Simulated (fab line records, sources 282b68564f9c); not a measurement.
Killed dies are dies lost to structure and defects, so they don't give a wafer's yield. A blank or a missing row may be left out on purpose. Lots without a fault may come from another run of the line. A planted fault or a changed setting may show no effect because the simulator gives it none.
A struck lot beside a sound one | flow rit_cmos | 23 steps out of a route of 202
Sound: wafers L394.1, L394.5, L394.6. Struck: wafers L408.3, L408.5, L408.6. The cause comes at the end.
At each step with rows: each side's tool, then ch and its chambers, then its first start. Under that, the readings that differ: sound wafers | struck wafers | difference of the means | sigmas: that difference in standard deviations of wafers without a fault.
alike: readings whose means differ by less than 2 such deviations, and words and numbers that are the same on both sides. not compared: withheld readings, readings that some wafer has no value for, bounds like >300 that may hide the same value, and numbers for which the record gives no deviation and whose values overlap.
The two part at a step that has a row with sigmas, a row that says differs or no value, or rows on one side only. Numbers that don't overlap but have no deviation are shown without sigmas and don't part them. A reading that every wafer of one side lacks parts them only if that side has two wafers or more.

RIT_CONTACT_CD_MEAS_08: target cd 1000 nm.
  sound on cd_sem-02, day 3 04:37; struck on cd_sem-01, day 6 08:35
  alike: cd_nm
RIT_CONTACT_OVL_MEAS_09:
  sound on overlay-02, day 3 04:44; struck on overlay-01, day 6 08:41
  alike: CONTACT_OVL
then, 1 step without rows for these wafers: RIT_CONTACT_HARDBAKE_10 (time 60 s).
RIT_CONTACT_ETCH_11: etches SiO2 in CHF3/CF4/Ar, stops on TiSi2, target depth 480 nm, time 320 s.
  sound on rie_diel-04 ch 0,3, day 3 04:55; struck on rie_diel-04 ch 0,1,3, day 6 08:51
  alike: CHF3_flow_sccm, drypump_motor_current_A, oes_product_au, throttle_valve_pct
  not compared: rf_hours_counter_h
RIT_CONTACT_STRIP_12: strips in O2, time 180 s.
  sound on plasma_asher-04 ch 0,1, day 3 05:07; struck on plasma_asher-02 ch 0,1, day 6 09:06
  alike: drypump_motor_current_A
  not compared: rf_hours_counter_h
RIT_CONTACT_CD_MEAS_90: target cd 1000 nm.
  sound on cd_sem-01, day 3 05:17; struck on cd_sem-02, day 6 09:16
  alike: cd_nm
then, 2 steps without rows for these wafers: RIT_CONTACT_CLEAN_13 (cleans in SC1, time 600 s); RIT_CONTACT_CLEAN_14 (cleans in SC2, time 600 s).
RIT_M1_SPUTTER_00: material Al, target thk 400 nm, time 500 s.
  sound on pvd_sputter-04, day 3 05:47; struck on pvd_sputter-01, day 6 09:43
  reading                | sound          | struck         | difference | sigmas
  throttle_valve_pct (%) | 30.5 30.0 30.9 | 29.7 27.5 29.9 | -1.4       | -2
  alike: cathode_dc_power_W
RIT_M1_RS_MEAS_01: measures by four-point-probe.
  sound on film_metro-04, day 3 06:04; struck on film_metro-04, day 6 10:02
  alike: M1_AL_RS
RIT_M1_THK_MEAS_02: measures by xrf.
  sound on film_metro-04, day 3 06:11; struck on film_metro-04, day 6 10:08
  alike: M1_AL_THK
then, 1 step without rows for these wafers: RIT_M1_HMDS_03 (prime time 60 s).
RIT_M1_COAT_04: resist thk 1300 nm.
  sound on litho_track-02 ch 0, day 3 06:24; struck on litho_track-01 ch 0, day 6 10:31
  reading                                 | sound          | struck         | difference | sigmas
  model.NOVOLAK_of_M1_COAT_04.thk_nm (nm) | 1299 1300 1296 | 1391 1391 1395 | +94        |
  alike: resist_line_temp_C
then, 4 steps without rows for these wafers: RIT_M1_SOFTBAKE_05 (time 60 s); RIT_M1_EXPOSE_06 (exposes mask M12, target cd 2600 nm); RIT_M1_PEB_07; RIT_M1_DEVELOP_08 (develop time 68.94 s).
RIT_M1_CD_MEAS_09: target cd 2600 nm.
  sound on cd_sem-02, day 3 07:16; struck on cd_sem-02, day 6 11:14
  reading    | sound                | struck               | difference | sigmas
  cd_nm (nm) | 2601.8 2600.3 2602.9 | 2607.7 2607.0 2610.1 | +6.6       | +3
RIT_M1_OVL_MEAS_10:
  sound on overlay-02, day 3 07:23; struck on overlay-01, day 6 11:20
  alike: M1_OVL
then, 1 step without rows for these wafers: RIT_M1_HARDBAKE_11 (time 120 s).
RIT_M1_METAL_ETCH_12: etches Al in Cl2/BCl3, stops on SiO2, time 165 s, target depth 600 nm.
  sound on rie_metal-01 ch 0,1, day 3 07:40; struck on rie_metal-04 ch 0,1, day 6 11:40
  reading                                 | sound             | struck            | difference | sigmas
  oes_product_au (a.u.)                   | 0.803 0.797 0.781 | 0.762 0.778 0.755 | -0.029     | -2
  model.NOVOLAK_of_M1_COAT_04.thk_nm (nm) | 806.7 808.3 806.5 | 891.2 883.1 895.7 | +82.8      |
  alike: drypump_motor_current_A, throttle_valve_pct
  not compared: rf_hours_counter_h
then, 1 step without rows for these wafers: RIT_M1_STRIP_13 (strips in nmp, time 600 s).
RIT_M1_PROBE_99:
  sound on prober-02, day 3 09:56; struck on prober-02, day 6 13:58
  alike: defect_limited_yield, killed_at_contacts, killed_at_front_end, killed_dies, killed_open, killed_short, sort_bin_3_pad_short, sort_bin_5_function, sort_bin_6_memory, sort_n_pass, sort_yield_pct

WHERE THEY PART
First at RIT_M1_SPUTTER_00; last, within this record, at RIT_M1_METAL_ETCH_12. Later steps at which nothing parts them and some readings are alike: RIT_M1_PROBE_99.

WHY: what the simulator had put in
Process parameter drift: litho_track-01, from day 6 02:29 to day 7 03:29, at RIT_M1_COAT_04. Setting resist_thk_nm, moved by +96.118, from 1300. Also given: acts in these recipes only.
